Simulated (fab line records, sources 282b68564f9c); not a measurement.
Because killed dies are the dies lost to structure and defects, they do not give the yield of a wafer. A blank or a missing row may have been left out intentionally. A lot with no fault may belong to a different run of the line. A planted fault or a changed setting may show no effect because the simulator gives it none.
Which tool did it? || flow ritCmos || Sampling: 15 lots, 45 wafers, 3 of 202 route steps

WHAT THE GAUGES SHOWED, per wafer
RIT_NWELL_TW_MEAS_10. Usual: NWELL_TW gives 2146 (standard deviation 12).
{"lot": "L109", "measured": "day 1 22:04", "on": "filmMetro-04", "NWELL_TW": "2121 2115 2127", "flag": ""}
{"lot": "L111", "measured": "day 2 06:52", "on": "filmMetro-03", "NWELL_TW": "2163 2164 2155", "flag": ""}
{"lot": "L112", "measured": "day 2 13:19", "on": "filmMetro-02", "NWELL_TW": "2151 2153 2140", "flag": ""}
{"lot": "L113", "measured": "day 2 17:41", "on": "filmMetro-02", "NWELL_TW": "2157 2150 2151", "flag": ""}
{"lot": "L114", "measured": "day 2 23:52", "on": "filmMetro-03", "NWELL_TW": "2158 2143 2160", "flag": ""}
{"lot": "L116", "measured": "day 3 08:46", "on": "filmMetro-02", "NWELL_TW": "2160 2159 2148", "flag": ""}
{"lot": "L117", "measured": "day 3 12:58", "on": "filmMetro-03", "NWELL_TW": "2162 2157 2158", "flag": ""}
{"lot": "L118", "measured": "day 3 18:06", "on": "filmMetro-02", "NWELL_TW": "2265 2268 2249", "flag": "OFF"}
{"lot": "L121", "measured": "day 4 09:52", "on": "filmMetro-03", "NWELL_TW": "2247 2240 2259", "flag": "OFF"}
{"lot": "L122", "measured": "day 4 14:35", "on": "filmMetro-03", "NWELL_TW": "2245 2253 2239", "flag": "OFF"}
{"lot": "L124", "measured": "day 5 00:02", "on": "filmMetro-04", "NWELL_TW": "2145 2149 2152", "flag": ""}
{"lot": "L126", "measured": "day 5 10:37", "on": "filmMetro-03", "NWELL_TW": "2140 2134 2140", "flag": ""}
{"lot": "L129", "measured": "day 6 02:40", "on": "filmMetro-03", "NWELL_TW": "2153 2149 2151", "flag": ""}
{"lot": "L130", "measured": "day 6 07:17", "on": "filmMetro-03", "NWELL_TW": "2153 2156 2149", "flag": ""}
{"lot": "L131", "measured": "day 6 11:40", "on": "filmMetro-04", "NWELL_TW": "2139 2151 2160", "flag": ""}

RIT_WELLDRIVE_RS_MEAS_01: a four-point-probe measurement. Usual: NWELL_RS gives 275.7 ohm/sq (standard deviation 0.67).
{"lot": "L109", "measured": "day 2 05:13", "on": "filmMetro-02", "NWELL_RS (ohm/sq)": "275.1 276.3 275.7", "flag": ""}
{"lot": "L111", "measured": "day 2 13:35", "on": "filmMetro-03", "NWELL_RS (ohm/sq)": "275.6 275.3 274.6", "flag": ""}
{"lot": "L112", "measured": "day 2 20:11", "on": "filmMetro-04", "NWELL_RS (ohm/sq)": "276.0 275.8 276.3", "flag": ""}
{"lot": "L113", "measured": "day 3 00:32", "on": "filmMetro-02", "NWELL_RS (ohm/sq)": "275.1 275.3 276.1", "flag": ""}
{"lot": "L114", "measured": "day 3 06:41", "on": "filmMetro-02", "NWELL_RS (ohm/sq)": "276.0 275.2 274.9", "flag": ""}
{"lot": "L116", "measured": "day 3 15:27", "on": "filmMetro-03", "NWELL_RS (ohm/sq)": "276.2 275.1 275.4", "flag": ""}
{"lot": "L117", "measured": "day 3 20:32", "on": "filmMetro-03", "NWELL_RS (ohm/sq)": "275.7 275.2 274.8", "flag": ""}
{"lot": "L118", "measured": "day 4 00:49", "on": "filmMetro-04", "NWELL_RS (ohm/sq)": "251.4 251.5 252.0", "flag": "OFF"}
{"lot": "L121", "measured": "day 4 16:36", "on": "filmMetro-04", "NWELL_RS (ohm/sq)": "252.2 252.4 251.6", "flag": "OFF"}
{"lot": "L122", "measured": "day 4 21:24", "on": "filmMetro-03", "NWELL_RS (ohm/sq)": "253.0 251.3 252.2", "flag": "OFF"}
{"lot": "L124", "measured": "day 5 07:25", "on": "filmMetro-02", "NWELL_RS (ohm/sq)": "275.5 276.0 275.7", "flag": ""}
{"lot": "L126", "measured": "day 5 17:37", "on": "filmMetro-03", "NWELL_RS (ohm/sq)": "275.8 275.6 275.7", "flag": ""}
{"lot": "L129", "measured": "day 6 09:31", "on": "filmMetro-02", "NWELL_RS (ohm/sq)": "277.5 276.8 276.8", "flag": ""}
{"lot": "L130", "measured": "day 6 13:59", "on": "filmMetro-03", "NWELL_RS (ohm/sq)": "275.2 275.2 276.4", "flag": ""}
{"lot": "L131", "measured": "day 6 18:31", "on": "filmMetro-04", "NWELL_RS (ohm/sq)": "274.7 275.7 275.5", "flag": ""}

TOOL THAT RAN EACH LOT (tool first, then ch and the chambers of the sampled wafers, then the start)
{"lot": "L109", "RIT_NWELL_IMPLANT_08": "implanter-03 ch 0, day 1 21:47"}
{"lot": "L111", "RIT_NWELL_IMPLANT_08": "implanter-04 ch 0, day 2 06:34"}
{"lot": "L112", "RIT_NWELL_IMPLANT_08": "implanter-04 ch 0, day 2 13:02"}
{"lot": "L113", "RIT_NWELL_IMPLANT_08": "implanter-04 ch 0, day 2 17:25"}
{"lot": "L114", "RIT_NWELL_IMPLANT_08": "implanter-03 ch 0, day 2 23:33"}
{"lot": "L116", "RIT_NWELL_IMPLANT_08": "implanter-01 ch 0, day 3 08:26"}
{"lot": "L117", "RIT_NWELL_IMPLANT_08": "implanter-01 ch 0, day 3 12:38"}
{"lot": "L118", "RIT_NWELL_IMPLANT_08": "implanter-04 ch 0, day 3 17:47"}
{"lot": "L121", "RIT_NWELL_IMPLANT_08": "implanter-04 ch 0, day 4 09:34"}
{"lot": "L122", "RIT_NWELL_IMPLANT_08": "implanter-04 ch 0, day 4 14:15"}
{"lot": "L124", "RIT_NWELL_IMPLANT_08": "implanter-01 ch 0, day 4 23:43"}
{"lot": "L126", "RIT_NWELL_IMPLANT_08": "implanter-03 ch 0, day 5 10:18"}
{"lot": "L129", "RIT_NWELL_IMPLANT_08": "implanter-01 ch 0, day 6 02:20"}
{"lot": "L130", "RIT_NWELL_IMPLANT_08": "implanter-01 ch 0, day 6 06:58"}
{"lot": "L131", "RIT_NWELL_IMPLANT_08": "implanter-03 ch 0, day 6 11:23"}
- RIT_NWELL_IMPLANT_08

AS READ BY THE TOOLS THEMSELVES (means over the sampled wafers that have a number; for cases with no such wafer, the mark the record gives instead)
RIT_NWELL_IMPLANT_08. Usual: beamEnergyKeV 170.00, standard deviation 0.057; doseIonsCm2 5e+13, standard deviation 5.8e+10; endStationPressureTorr 5.12e-06 Torr, standard deviation 2.5e-07; faradayCurrentUA 158, standard deviation 3.
{"lot": "L109", "tool": "implanter-03", "beamEnergyKeV": 169.98, "doseIonsCm2": 5e+13, "endStationPressureTorr (Torr)": 5.14e-06, "faradayCurrentUA": 159, "flag": ""}
{"lot": "L111", "tool": "implanter-04", "beamEnergyKeV": 170.00, "doseIonsCm2": 5e+13, "endStationPressureTorr (Torr)": 5.38e-06, "faradayCurrentUA": 159, "flag": ""}
{"lot": "L112", "tool": "implanter-04", "beamEnergyKeV": 169.92, "doseIonsCm2": 5e+13, "endStationPressureTorr (Torr)": 5.09e-06, "faradayCurrentUA": 159, "flag": ""}
{"lot": "L113", "tool": "implanter-04", "beamEnergyKeV": 170.04, "doseIonsCm2": 5e+13, "endStationPressureTorr (Torr)": 5.19e-06, "faradayCurrentUA": 158, "flag": ""}
{"lot": "L114", "tool": "implanter-03", "beamEnergyKeV": 169.99, "doseIonsCm2": 5e+13, "endStationPressureTorr (Torr)": 5.18e-06, "faradayCurrentUA": 157, "flag": ""}
{"lot": "L116", "tool": "implanter-01", "beamEnergyKeV": 169.96, "doseIonsCm2": 5e+13, "endStationPressureTorr (Torr)": 4.88e-06, "faradayCurrentUA": 158, "flag": ""}
{"lot": "L117", "tool": "implanter-01", "beamEnergyKeV": 170.10, "doseIonsCm2": 5e+13, "endStationPressureTorr (Torr)": 5.24e-06, "faradayCurrentUA": 159, "flag": ""}
{"lot": "L118", "tool": "implanter-04", "beamEnergyKeV": 170.06, "doseIonsCm2": 6e+13, "endStationPressureTorr (Torr)": 5.23e-06, "faradayCurrentUA": 183, "flag": "OFF"}
{"lot": "L121", "tool": "implanter-04", "beamEnergyKeV": 170.06, "doseIonsCm2": 6e+13, "endStationPressureTorr (Torr)": 5.14e-06, "faradayCurrentUA": 184, "flag": "OFF"}
{"lot": "L122", "tool": "implanter-04", "beamEnergyKeV": 170.02, "doseIonsCm2": 6e+13, "endStationPressureTorr (Torr)": 5.06e-06, "faradayCurrentUA": 185, "flag": "OFF"}
{"lot": "L124", "tool": "implanter-01", "beamEnergyKeV": 170.07, "doseIonsCm2": 5e+13, "endStationPressureTorr (Torr)": 5.01e-06, "faradayCurrentUA": 162, "flag": ""}
{"lot": "L126", "tool": "implanter-03", "beamEnergyKeV": 169.98, "doseIonsCm2": 5e+13, "endStationPressureTorr (Torr)": 5.18e-06, "faradayCurrentUA": 159, "flag": ""}
{"lot": "L129", "tool": "implanter-01", "beamEnergyKeV": 169.94, "doseIonsCm2": 5e+13, "endStationPressureTorr (Torr)": 5.19e-06, "faradayCurrentUA": 158, "flag": ""}
{"lot": "L130", "tool": "implanter-01", "beamEnergyKeV": 169.97, "doseIonsCm2": 5e+13, "endStationPressureTorr (Torr)": 5.08e-06, "faradayCurrentUA": 155, "flag": ""}
{"lot": "L131", "tool": "implanter-03", "beamEnergyKeV": 170.05, "doseIonsCm2": 5e+13, "endStationPressureTorr (Torr)": 5.26e-06, "faradayCurrentUA": 160, "flag": ""}

THE ANSWER, worked out from the rows above alone
Rule: a lot is off if the mean of its wafers that have a number lies more than 3 standard deviations from the usual mean. Also off: a lot with no number at a reading for which 4 or more lots have one. Any other lot the step has rows for is counted as sound. Order of review: gauges by route order, followed by the tools' own readings, for which a lot's mean as printed above is used. The first step at which some lot is off is used, and at that step the reading that is off furthest; a lot without a number counts as furthest.
Off: at RIT_NWELL_TW_MEAS_10 (NWELL_TW), L118, L121, L122.
If a tool, at a process step before that reading, ran all the lots that are off and no sound lot after the first of them, it fits. Not tried: the gauges at RIT_NWELL_TW_MEAS_10; whatever is off there is also off at RIT_NWELL_IMPLANT_08, on other tools, and gauge error can't account for it. One candidate fits, namely implanter-04 at RIT_NWELL_IMPLANT_08. A fault onset in the window from L113 (day 2 17:25, its last sound lot) to L118 (day 3 17:47, its first lot off) fits.
The tool's own readings at RIT_NWELL_IMPLANT_08 bear it out: on the lots that are off they differ by more than 5 times the standard deviation of the sound lots' means. doseIonsCm2 reads 6e+13 there against 5e+13 on the sound lots; faradayCurrentUA reads 184 there against 159 on the sound lots.

WHAT WAS PUT IN BY THE SIMULATOR
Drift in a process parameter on implanter-04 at RIT_NWELL_IMPLANT_08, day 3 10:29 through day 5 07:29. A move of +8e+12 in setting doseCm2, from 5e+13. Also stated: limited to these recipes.
Lots struck among those shown: L118, L121, L122. The rule above reached the same finding.
